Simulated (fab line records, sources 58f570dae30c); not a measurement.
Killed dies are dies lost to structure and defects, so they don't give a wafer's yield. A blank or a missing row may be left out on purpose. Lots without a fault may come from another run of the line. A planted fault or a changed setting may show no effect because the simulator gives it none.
fab line records | flow berkeley_cmos170 | part 1 of 2: steps 1 to 39 of 44
record lots=6 wafers=18 last_day=11
route steps=331 shown SDANNEAL@205 PSD@206 NSD@207 PLDD@208 NLDD@209 SILICIDE@210 CONTACT@216 M1@238 M3@331
lots that met no fault: from a run of the same line without faults
start_h: hours from the record's first day to the start of the lot's first wafer shown | wait_h: hours since the lot's step before | " the same as in the row above | L1.1+2: a row that stands for several wafers | - no value, or no start given | * or withheld: withheld | < > ~ a bound
route shown NAME@n: a module of which the file shows steps, and the number in the route of the first | usual: mean/standard deviation of fault-free wafers | same: alike in all rows | chamber/n: place in a boat | sites: the reading at each site | _std_site: their standard deviation | _edge_site: outer sites' mean less inner sites' | radius_mm: how far each site lies from the wafer's centre | mask NAME#n: copy n | behind: the tool/chamber that last shaped the wafer | hold: why the lot was held/for how many hours/how that ended | device: the transistor (n, p or np) that didn't switch | end of line: the same wafers' tests at the end of the route | a step without rows: its recipe alone | killed: dies lost to structure and defects at the first sort, not the wafer's yield | map: a wafer's dies, x killed, . not, _ none there
set.NAME: the setting as run; set.NAME@STEP: as run at that earlier step | model.NAME: the simulator's own value behind a step, which no gauge read
lots at some steps of the route; a table a step, a row a wafer
services: from which hour (start_h, from the record's first day; less than 0 if before it) a tool's chamber was out of use, for how many hours, and why
## steps
# step UCB170_SDANNEAL_RTA_01
# recipe temp_c=1050 time_s=5 ambient=N2
# usual lamp_power_pct=39.6/2.1 wafer_temp_C_max=1054.8/1
# columns lot.wafer tool chamber start_h wait_h lamp_power_pct wafer_temp_C_max
L304.3 rtp_anneal-02 0 156.31 0.1 43.0 1056.1
L304.5 " 0 " " 43.0 1054.8
L304.6 " 0 " " 43.0 1056.5
L308.1 rtp_anneal-01 0 167.58 0.1 38.3 1055.2
L308.5 " 0 " " 38.3 1055.0
L308.6 " 0 " " 38.3 1054.5
L310.3 rtp_anneal-01 0 178.62 0.1 38.4 1053.9
L310.4 " 0 " " 38.3 1055.4
L310.6 " 0 " " 38.2 1053.2
L313.1 rtp_anneal-01 0 194.90 0.1 38.2 1056.8
L313.4 " 0 " " 38.3 1056.2
L313.6 " 0 " " 38.3 1053.2
L314.3 rtp_anneal-01 0 200.19 0.1 38.3 1054.6
L314.4 " 0 " " 38.2 1055.1
L314.6 " 0 " " 38.2 1054.8
L322.2 rtp_anneal-02 0 240.56 0.1 43.0 1055.6
L322.3 " 0 " " 43.1 1055.4
L322.5 " 0 " " 42.9 1054.6
# step UCB170_SDANNEAL_RS_MEAS_02
# recipe thk_meas_gauge=four-point-probe
# usual PSD_RS=75.5/0.39
# columns lot.wafer tool chamber start_h wait_h PSD_RS[ohm/sq]
L304.3 film_metro-01 - 156.39 0.1 74.9
L304.5 " - " " 75.3
L304.6 " - " " 75.1
L308.1 film_metro-03 - 167.64 0.0 75.7
L308.5 " - " " 75.4
L308.6 " - " " 75.4
L310.3 film_metro-03 - 178.70 0.1 75.1
L310.4 " - " " 74.8
L310.6 " - " " 74.5
L313.1 film_metro-03 - 194.96 0.0 75.3
L313.4 " - " " 75.4
L313.6 " - " " 75.3
L314.3 film_metro-01 - 200.27 0.1 75.5
L314.4 " - " " 75.5
L314.6 " - " " 75.2
L322.2 film_metro-01 - 240.63 0.1 76.0
L322.3 " - " " 76.1
L322.5 " - " " 75.7
# step UCB170_SDANNEAL_RS_MEAS_03
# recipe thk_meas_gauge=four-point-probe
# usual NSD_RS=37.13/0.084
# columns lot.wafer tool chamber start_h wait_h NSD_RS[ohm/sq]
L304.3 film_metro-01 - 156.51 0.1 37.20
L304.5 " - " " 37.15
L304.6 " - " " 37.28
L308.1 film_metro-03 - 167.76 0.1 37.21
L308.5 " - " " 37.05
L308.6 " - " " 37.10
L310.3 film_metro-03 - 178.82 0.1 37.20
L310.4 " - " " 37.19
L310.6 " - " " 37.19
L313.1 film_metro-03 - 195.08 0.1 37.35
L313.4 " - " " 37.29
L313.6 " - " " 37.23
L314.3 film_metro-01 - 200.39 0.1 37.21
L314.4 " - " " 37.10
L314.6 " - " " 37.10
L322.2 film_metro-01 - 240.75 0.1 37.12
L322.3 " - " " 37.03
L322.5 " - " " 37.03
# step UCB170_SDANNEAL_RS_MEAS_04
# recipe thk_meas_gauge=four-point-probe
# usual PLDD_RS=1030.3/2.7
# columns lot.wafer tool chamber start_h wait_h PLDD_RS[ohm/sq]
L304.3 film_metro-01 - 156.63 0.1 1029.5
L304.5 " - " " 1029.5
L304.6 " - " " 1029.5
L308.1 film_metro-03 - 167.88 0.1 1034.9
L308.5 " - " " 1030.3
L308.6 " - " " 1033.0
L310.3 film_metro-03 - 178.94 0.1 1030.4
L310.4 " - " " 1031.5
L310.6 " - " " 1030.0
L313.1 film_metro-03 - 195.20 0.1 1025.8
L313.4 " - " " 1027.1
L313.6 " - " " 1027.0
L314.3 film_metro-01 - 200.51 0.1 1027.2
L314.4 " - " " 1028.7
L314.6 " - " " 1027.4
L322.2 film_metro-01 - 240.87 0.1 1034.4
L322.3 " - " " 1027.4
L322.5 " - " " 1035.1
# step UCB170_SDANNEAL_RS_MEAS_05
# recipe thk_meas_gauge=four-point-probe
# usual NLDD_RS=615.7/1.3
# columns lot.wafer tool chamber start_h wait_h NLDD_RS[ohm/sq]
L304.3 film_metro-01 - 156.75 0.1 616.8
L304.5 " - " " 616.3
L304.6 " - " " 616.8
L308.1 film_metro-03 - 168.00 0.1 616.8
L308.5 " - " " 615.9
L308.6 " - " " 617.3
L310.3 film_metro-03 - 179.06 0.1 616.3
L310.4 " - " " 615.6
L310.6 " - " " 614.8
L313.1 film_metro-03 - 195.32 0.1 614.8
L313.4 " - " " 613.9
L313.6 " - " " 613.9
L314.3 film_metro-01 - 200.63 0.1 616.2
L314.4 " - " " 617.1
L314.6 " - " " 615.1
L322.2 film_metro-01 - 240.99 0.1 615.9
L322.3 " - " " 615.0
L322.5 " - " " 615.7
# step UCB170_SILICIDE_PRE_CLEAN_00
# recipe gas=Ar preclean_etch_time_s=60
# step UCB170_SILICIDE_SPUTTER_01
# recipe material=Ti target_thk_nm=30 time_s=25 power_w=1500 chamber_pressure_pa=0.5
# usual throttle_valve_pct=30.1/0.87
# columns lot.wafer tool chamber start_h wait_h throttle_valve_pct
L304.3 pvd_sputter-03 - 156.90 0.0 30.4
L304.5 " - " " 30.2
L304.6 " - " " 30.7
L308.1 pvd_sputter-01 - 168.18 0.0 31.0
L308.5 " - " " 30.2
L308.6 " - " " 30.8
L310.3 pvd_sputter-04 - 179.21 0.0 29.0
L310.4 " - " " 29.1
L310.6 " - " " 29.1
L313.1 pvd_sputter-03 - 195.51 0.0 30.6
L313.4 " - " " 31.7
L313.6 " - " " 30.1
L314.3 pvd_sputter-04 - 200.77 0.0 31.3
L314.4 " - " " 29.0
L314.6 " - " " 29.0
L322.2 pvd_sputter-01 - 241.16 0.0 29.7
L322.3 " - " " 30.4
L322.5 " - " " 30.5
# step UCB170_SILICIDE_RS_MEAS_02
# recipe thk_meas_gauge=four-point-probe reads=Ti_of_SILICIDE_SPUTTER_01
# usual SILICIDE_TI_RS=26.2/0.36
# columns lot.wafer tool chamber start_h wait_h SILICIDE_TI_RS[ohm/sq]
L304.3 film_metro-02 - 156.97 0.1 27.0
L304.5 " - " " 26.7
L304.6 " - " " 27.2
L308.1 film_metro-02 - 168.21 0.0 26.7
L308.5 " - " " 26.1
L308.6 " - " " 26.8
L310.3 film_metro-03 - 179.28 0.1 26.0
L310.4 " - " " 26.4
L310.6 " - " " 26.0
L313.1 film_metro-04 - 195.54 0.0 26.4
L313.4 " - " " 26.0
L313.6 " - " " 26.1
L314.3 film_metro-02 - 200.84 0.1 26.4
L314.4 " - " " 26.4
L314.6 " - " " 26.5
L322.2 film_metro-02 - 241.21 0.0 26.2
L322.3 " - " " 26.6
L322.5 " - " " 26.5
# step UCB170_SILICIDE_THK_MEAS_03
# recipe thk_meas_gauge=xrf reads=Ti_of_SILICIDE_SPUTTER_01
# usual SILICIDE_TI_THK=29.9/0.35
# columns lot.wafer tool chamber start_h wait_h SILICIDE_TI_THK[nm]
L304.3 film_metro-02 - 157.07 0.1 29.2
L304.5 " - " " 29.4
L304.6 " - " " 29.1
L308.1 film_metro-02 - 168.33 0.1 29.3
L308.5 " - " " 29.9
L308.6 " - " " 29.3
L310.3 film_metro-03 - 179.38 0.1 30.2
L310.4 " - " " 29.7
L310.6 " - " " 30.3
L313.1 film_metro-04 - 195.66 0.1 29.8
L313.4 " - " " 30.1
L313.6 " - " " 30.1
L314.3 film_metro-02 - 200.94 0.1 29.7
L314.4 " - " " 29.7
L314.6 " - " " 29.6
L322.2 film_metro-02 - 241.32 0.1 29.8
L322.3 " - " " 29.6
L322.5 " - " " 29.4
# step UCB170_SILICIDE_RTA_04
# recipe temp_c=650 time_s=15 ambient=N2
# step UCB170_SILICIDE_WET_ETCH_05
# recipe chemistry=SPM time_s=45 temp_c=120 target=Ti
# step UCB170_CONTACT_CLEAN_00
# recipe chemistry=SPM temp_c=120 time_s=600
# step UCB170_CONTACT_CVD_01
# recipe material=PSG target_thk_nm=700 temp_c=450 precursor=SiH4/O2/PH3 time_s=2820 pressure_mtorr=300 sih4_flow_sccm=60 o2_flow_sccm=90 ph3_flow_sccm=25
# usual pressure_mtorr=299.9/0.63
# columns lot.wafer tool chamber start_h wait_h pressure_mtorr model.PSG_of_CONTACT_CVD_01.thk_nm
L304.3 lpcvd-01 0 158.20 0.8 299.5 714.3
L304.5 " 0 " " 299.8 711
L304.6 " 0 " " 299.3 709.3
L308.1 lpcvd-01 1 169.29 0.6 301.2 702.5
L308.5 " 1 " " 300.3 705.8
L308.6 " 1 " " 300.7 707.7
L310.3 lpcvd-02 0 180.44 0.4 300.1 703.4
L310.4 " 0 " " 299.9 701.8
L310.6 " 0 " " 299.9 712.1
L313.1 lpcvd-02 0 196.85 0.9 240.1 628
L313.4 " 0 " " 241.1 631.1
L313.6 " 0 " " 241.0 627.9
L314.3 lpcvd-02 0 201.25 0.0 240.3 621.3
L314.4 " 0 " " 240.7 622.1
L314.6 " 0 " " 241.2 623.8
L322.2 lpcvd-01 1 241.66 0.0 300.0 711.4
L322.3 " 1 " " 299.8 710.7
L322.5 " 1 " " 299.1 709
# step UCB170_CONTACT_THK_MEAS_02
# recipe reads=PSG_of_CONTACT_CVD_01
# usual CONTACT_PSG_THK=704/6.7
# columns lot.wafer tool chamber start_h wait_h CONTACT_PSG_THK[nm]
L304.3 film_metro-01 - 160.00 0.0 714
L304.5 " - " " 711
L304.6 " - " " 709
L308.1 film_metro-03 - 171.08 0.0 703
L308.5 " - " " 706
L308.6 " - " " 707
L310.3 film_metro-03 - 183.14 0.0 703
L310.4 " - " " 701
L310.6 " - " " 711
L313.1 film_metro-01 - 199.52 0.0 628
L313.4 " - " " 631
L313.6 " - " " 628
L314.3 film_metro-03 - 203.95 0.0 621
L314.4 " - " " 622
L314.6 " - " " 625
L322.2 film_metro-03 - 243.45 0.0 712
L322.3 " - " " 711
L322.5 " - " " 709
# step UCB170_CONTACT_HMDS_03
# recipe prime_time_s=60 prime_temp_c=100
# step UCB170_CONTACT_COAT_04
# recipe resist=KrF spin_rpm=1500 resist_thk_nm=900
# step UCB170_CONTACT_SOFTBAKE_05
# recipe resist=KrF temp_c=130 time_s=60
# step UCB170_CONTACT_STRIP_06
# recipe chemistry=O2 power_w=400 pressure_mtorr=3500 platen_temp_c=withheld o2_flow_sccm=400 overash_fraction=0.5
# step UCB170_CONTACT_CLEAN_07
# recipe chemistry=SPM temp_c=120 time_s=600
# step UCB170_CONTACT_RTA_08
# recipe temp_c=900 time_s=10 ambient=N2
# usual lamp_power_pct=26.4/1.5 wafer_temp_C_max=904.1/0.75
# columns lot.wafer tool chamber start_h wait_h lamp_power_pct wafer_temp_C_max
L304.3 rtp_anneal-02 0 161.30 0.0 27.8 904.1
L304.5 " 0 " " 27.8 903.8
L304.6 " 0 " " 27.9 903.9
L308.1 rtp_anneal-01 0 173.65 0.1 24.8 903.6
L308.5 " 0 " " 24.8 903.7
L308.6 " 0 " " 24.8 903.8
L310.3 rtp_anneal-02 0 184.18 0.0 27.9 903.9
L310.4 " 0 " " 27.9 904.9
L310.6 " 0 " " 27.8 904.2
L313.1 rtp_anneal-02 0 200.75 0.0 27.8 904.8
L313.4 " 0 " " 27.8 903.9
L313.6 " 0 " " 27.9 904.6
L314.3 rtp_anneal-02 0 204.76 0.0 27.9 903.7
L314.4 " 0 " " 27.9 904.2
L314.6 " 0 " " 27.9 904.4
L322.2 rtp_anneal-01 0 244.24 0.0 24.8 905.0
L322.3 " 0 " " 24.8 904.0
L322.5 " 0 " " 24.8 902.9
# step UCB170_CONTACT_COAT_09
# recipe resist=BARC temp_c=withheld time_s=withheld spin_rpm=3000 resist_thk_nm=withheld
# step UCB170_CONTACT_COAT_10
# recipe resist=KrF spin_rpm=1500 resist_thk_nm=900
# step UCB170_CONTACT_SOFTBAKE_11
# recipe resist=KrF temp_c=130 time_s=60
# step UCB170_CONTACT_EXPOSE_12
# recipe mask_id=CONT target_cd_nm=700 na=0.5 sigma_outer=0.6 source_shape=conventional dose_mj=35.23
# step UCB170_CONTACT_PEB_13
# recipe peb_temp_c=130 peb_time_s=withheld resist=KrF
# step UCB170_CONTACT_DEVELOP_14
# recipe developer=TMAH develop_time_s=45 resist=KrF dev_temp_c=21
# step UCB170_CONTACT_CD_MEAS_15
# recipe target_cd_nm=700
# usual cd_nm=700.1/1.4
# columns lot.wafer tool chamber start_h wait_h cd_nm
L304.3 cd_sem-02 - 163.37 - 700.8
L304.5 " - " " 702.0
L304.6 " - " " 700.9
L308.1 cd_sem-02 - 176.27 - 702.8
L308.5 " - " " 702.4
L308.6 " - " " 702.6
L310.3 cd_sem-02 - 185.69 - 698.4
L310.4 " - " " 699.7
L310.6 " - " " 699.1
L313.1 cd_sem-02 - 202.33 - 700.8
L313.4 " - " " 700.2
L313.6 " - " " 699.5
L314.3 cd_sem-01 - 205.81 - 701.4
L314.4 " - " " 701.2
L314.6 " - " " 699.7
L322.2 cd_sem-01 - 245.15 - 700.0
L322.3 " - " " 699.8
L322.5 " - " " 700.8
# step UCB170_CONTACT_OVL_MEAS_16
# usual CONTACT_OVL=1/5.5
# columns lot.wafer tool chamber start_h wait_h CONTACT_OVL[nm]
L304.3 overlay-02 - 163.46 0.1 0
L304.5 " - " " -10
L304.6 " - " " -3
L308.1 overlay-01 - 176.39 0.1 -6
L308.5 " - " " 1
L308.6 " - " " -1
L310.3 overlay-02 - 185.79 0.1 -2
L310.4 " - " " -6
L310.6 " - " " -11
L313.1 overlay-01 - 202.45 0.1 -5
L313.4 " - " " -8
L313.6 " - " " -2
L314.3 overlay-02 - 205.91 0.1 8
L314.4 " - " " 7
L314.6 " - " " 3
L322.2 overlay-01 - 245.26 0.1 -7
L322.3 " - " " 6
L322.5 " - " " -5
# step UCB170_CONTACT_ETCH_17
# recipe chemistry=N2/H2 target_depth_a=withheld overetch_a=withheld target=BARC time_s=withheld source_w=500 bias_w=100 pressure_mtorr=30 n2_flow_sccm=100 h2_flow_sccm=200
# step UCB170_CONTACT_ETCH_18
# recipe chemistry=CHF3/CF4/Ar target=PSG stop_on=TiSi2 CHF3_flow_sccm=45 cf4_flow_sccm=15 Ar_flow_sccm=150 pressure_mtorr=200 rf_w=700 target_depth_a=8400 over_etch_frac=0.2 time_s=195
# usual drypump_motor_current_A=5.6/0.39 oes_product_au=0.902/0.014 throttle_valve_pct=6.88/0.12
# columns lot.wafer tool chamber start_h wait_h drypump_motor_current_A oes_product_au rf_hours_counter_h throttle_valve_pct model.etch.depth_nm model.CONTACT.feature_depth_nm
L304.3 rie_diel-04 2 - - 6.3 0.923 119 6.73 714.3 714.3
L304.5 " 0 " " 5.6 0.925 - 7.11 711 711
L304.6 " 3 " " 5.8 0.907 - 6.90 709.3 709.3
L308.1 rie_diel-02 0 - - 5.2 0.906 148 6.97 702.5 702.5
L308.5 " 1 " " 5.4 0.904 - 6.78 705.8 705.8
L308.6 " 2 " " 5.7 0.914 - 6.98 707.7 707.7
L310.3 rie_diel-02 0 - - 5.2 0.906 148 6.97 703.4 703.4
L310.4 " 3 " " 5.7 0.895 95 6.86 701.8 701.8
L310.6 " 0 " " 5.2 0.913 - 6.96 712.1 712.1
L313.1 rie_diel-03 0 - - 5.1 0.828 23 6.82 628 628
L313.4 " 3 " " 5.9 0.831 82 6.98 631.1 631.1
L313.6 " 2 " " 5.0 0.835 - 6.70 627.9 627.9
L314.3 rie_diel-04 3 - - 5.9 0.836 45 6.89 621.3 621.3
L314.4 " 2 " " 6.3 0.855 121 6.76 622.1 622.1
L314.6 " 2 " " 6.4 0.853 - 6.74 623.8 623.8
L322.2 rie_diel-02 0 - - 5.2 0.914 2 6.97 711.4 711.4
L322.3 " 2 " " 5.7 0.910 86 6.99 710.7 710.7
L322.5 " 3 " " 5.6 0.892 - 6.85 709 709
# step UCB170_CONTACT_STRIP_19
# recipe chemistry=O2 power_w=400 pressure_mtorr=3500 platen_temp_c=withheld o2_flow_sccm=400 overash_fraction=0.5
# usual drypump_motor_current_A=5.7/0.32 oes_product_au=0.726/0.0049
# columns lot.wafer tool chamber start_h wait_h drypump_motor_current_A oes_product_au rf_hours_counter_h
L304.3 plasma_asher-02 1 163.68 - 6.0 0.725 -
L304.5 " 1 " " 6.0 0.724 -
L304.6 " 0 " " 5.7 0.727 -
L308.1 plasma_asher-02 0 176.60 - 5.7 0.728 49
L308.5 " 1 " " 6.0 0.725 -
L308.6 " 0 " " 5.7 0.722 -
L310.3 plasma_asher-03 1 186.01 - 5.9 0.732 -
L310.4 " 0 " " 5.1 0.732 -
L310.6 " 0 " " 5.1 0.730 -
L313.1 plasma_asher-01 0 202.65 - 5.6 0.726 39
L313.4 " 0 " " 5.5 0.720 -
L313.6 " 0 " " 5.6 0.734 -
L314.3 plasma_asher-03 0 206.13 - 5.1 0.726 -
L314.4 " 1 " " 5.9 0.720 -
L314.6 " 0 " " 5.1 0.734 -
L322.2 plasma_asher-01 1 245.46 - 6.1 0.722 43
L322.3 " 1 " " 6.1 0.725 -
L322.5 " 0 " " 5.6 0.727 -
# step UCB170_CONTACT_CD_MEAS_90
# recipe target_cd_nm=700
# usual cd_nm=700.4/1.6
# columns lot.wafer tool chamber start_h wait_h cd_nm
L304.3 cd_sem-01 - 163.79 0.1 701.2
L304.5 " - " " 702.3
L304.6 " - " " 701.1
L308.1 cd_sem-01 - 176.71 0.1 704.0
L308.5 " - " " 703.7
L308.6 " - " " 701.5
L310.3 cd_sem-01 - 186.12 0.1 699.6
L310.4 " - " " 701.7
L310.6 " - " " 700.7
L313.1 cd_sem-01 - 202.75 0.1 700.6
L313.4 " - " " 700.8
L313.6 " - " " 699.2
L314.3 cd_sem-01 - 206.24 0.1 700.8
L314.4 " - " " 700.8
L314.6 " - " " 699.7
L322.2 cd_sem-01 - 245.58 0.1 700.2
L322.3 " - " " 699.9
L322.5 " - " " 701.9
# step UCB170_CONTACT_CLEAN_20
# recipe chemistry=SPM temp_c=120 time_s=600
# step UCB170_M1_SPUTTER_00
# recipe material=Al target_thk_nm=600 time_s=80 power_w=6000 chamber_pressure_pa=0.5
# usual throttle_valve_pct=30.3/0.88
# columns lot.wafer tool chamber start_h wait_h throttle_valve_pct
L304.3 pvd_sputter-04 - 164.06 0.0 31.0
L304.5 " - " " 29.1
L304.6 " - " " 29.2
L308.1 pvd_sputter-03 - 177.01 0.0 31.7
L308.5 " - " " 31.6
L308.6 " - " " 30.8
L310.3 pvd_sputter-02 - 186.37 0.0 29.7
L310.4 " - " " 30.9
L310.6 " - " " 30.6
L313.1 pvd_sputter-02 - 203.32 0.0 30.6
L313.4 " - " " 30.0
L313.6 " - " " 30.6
L314.3 pvd_sputter-03 - 206.49 0.0 31.5
L314.4 " - " " 31.1
L314.6 " - " " 31.7
L322.2 pvd_sputter-03 - 245.85 0.0 30.3
L322.3 " - " " 30.7
L322.5 " - " " 31.7
# step UCB170_M1_RS_MEAS_01
# recipe thk_meas_gauge=four-point-probe reads=Al_of_M1_SPUTTER_00
# usual M1_AL_RS=0.0484/0.00054
# columns lot.wafer tool chamber start_h wait_h M1_AL_RS[ohm/sq]
L304.3 film_metro-03 - 164.16 0.1 0.0478
L304.5 " - " " 0.0482
L304.6 " - " " 0.0481
L308.1 film_metro-01 - 177.07 0.0 0.0496
L308.5 " - " " 0.0491
L308.6 " - " " 0.0493
L310.3 film_metro-03 - 186.47 0.1 0.0474
L310.4 " - " " 0.0484
L310.6 " - " " 0.0484
L313.1 film_metro-03 - 203.38 0.0 0.0488
L313.4 " - " " 0.0488
L313.6 " - " " 0.0492
L314.3 film_metro-03 - 206.59 0.1 0.0491
L314.4 " - " " 0.0495
L314.6 " - " " 0.0495
L322.2 film_metro-01 - 245.93 0.1 0.0483
L322.3 " - " " 0.0482
L322.5 " - " " 0.0483
# step UCB170_M1_THK_MEAS_02
# recipe thk_meas_gauge=xrf reads=Al_of_M1_SPUTTER_00
# usual M1_AL_THK=595/7.2
# columns lot.wafer tool chamber start_h wait_h M1_AL_THK[nm]
L304.3 film_metro-03 - 164.26 0.1 602
L304.5 " - " " 596
L304.6 " - " " 595
L308.1 film_metro-01 - 177.19 0.1 579
L308.5 " - " " 586
L308.6 " - " " 585
L310.3 film_metro-03 - 186.57 0.1 605
L310.4 " - " " 596
L310.6 " - " " 597
L313.1 film_metro-03 - 203.50 0.1 585
L313.4 " - " " 586
L313.6 " - " " 585
L314.3 film_metro-03 - 206.69 0.1 585
L314.4 " - " " 578
L314.6 " - " " 576
L322.2 film_metro-01 - 246.04 0.1 600
L322.3 " - " " 597
L322.5 " - " " 595
# step UCB170_M1_COAT_03
# recipe resist=BARC temp_c=withheld time_s=withheld spin_rpm=3000 resist_thk_nm=withheld
# step UCB170_M1_COAT_04
# recipe resist=KrF spin_rpm=1500 resist_thk_nm=900
# step UCB170_M1_SOFTBAKE_05
# recipe resist=KrF temp_c=130 time_s=60
## key
first_sign step=UCB170_CONTACT_CVD_01 reading=pressure_mtorr direction=down sigmas=94 usual=299.9 struck=240.7
effect step=UCB170_CONTACT_THK_MEAS_02 reading=CONTACT_PSG_THK direction=down sigmas=12 usual=704 struck=626
effect step=UCB170_CONTACT_ETCH_18 reading=oes_product_au direction=down sigmas=4.5 usual=0.902 struck=0.840
model_effect step=UCB170_CONTACT_CVD_01 value=PSG_of_CONTACT_CVD_01.thk_nm without=699.6 struck=625.7
model_effect step=UCB170_CONTACT_ETCH_18 value=etch.depth_nm without=699.6 struck=625.7
model_effect step=UCB170_M1_METAL_ETCH_12 value=PSG_of_CONTACT_CVD_01.thk_nm without=662.9 struck=588.9
model_effect step=UCB170_M3_PROBE_99 value=etest.field_p_metal.vt_v without=-57.54 struck=-53.26
met_at UCB170_CONTACT_CVD_01
struck_wafers L313.1,L313.4,L313.6,L314.3,L314.4,L314.6
tester_left_out L313,L314
onset_between 180.44 196.85
fault kind=process_parameter_drift tool=lpcvd-02 chamber=- onset_h=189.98 steps=UCB170_CONTACT_CVD_01 channel=pressure_mtorr offset=-60 shape=step end_h=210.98 acts_in=these_recipes_only stated=300
# tester_left_out: of these lots the tester's yield and bins aren't shown, on N5 and GAA mostly nor the transistor test; their killed dies are dies lost to structure and defects alone, not to doping, threshold or leakage, so they don't give the yield
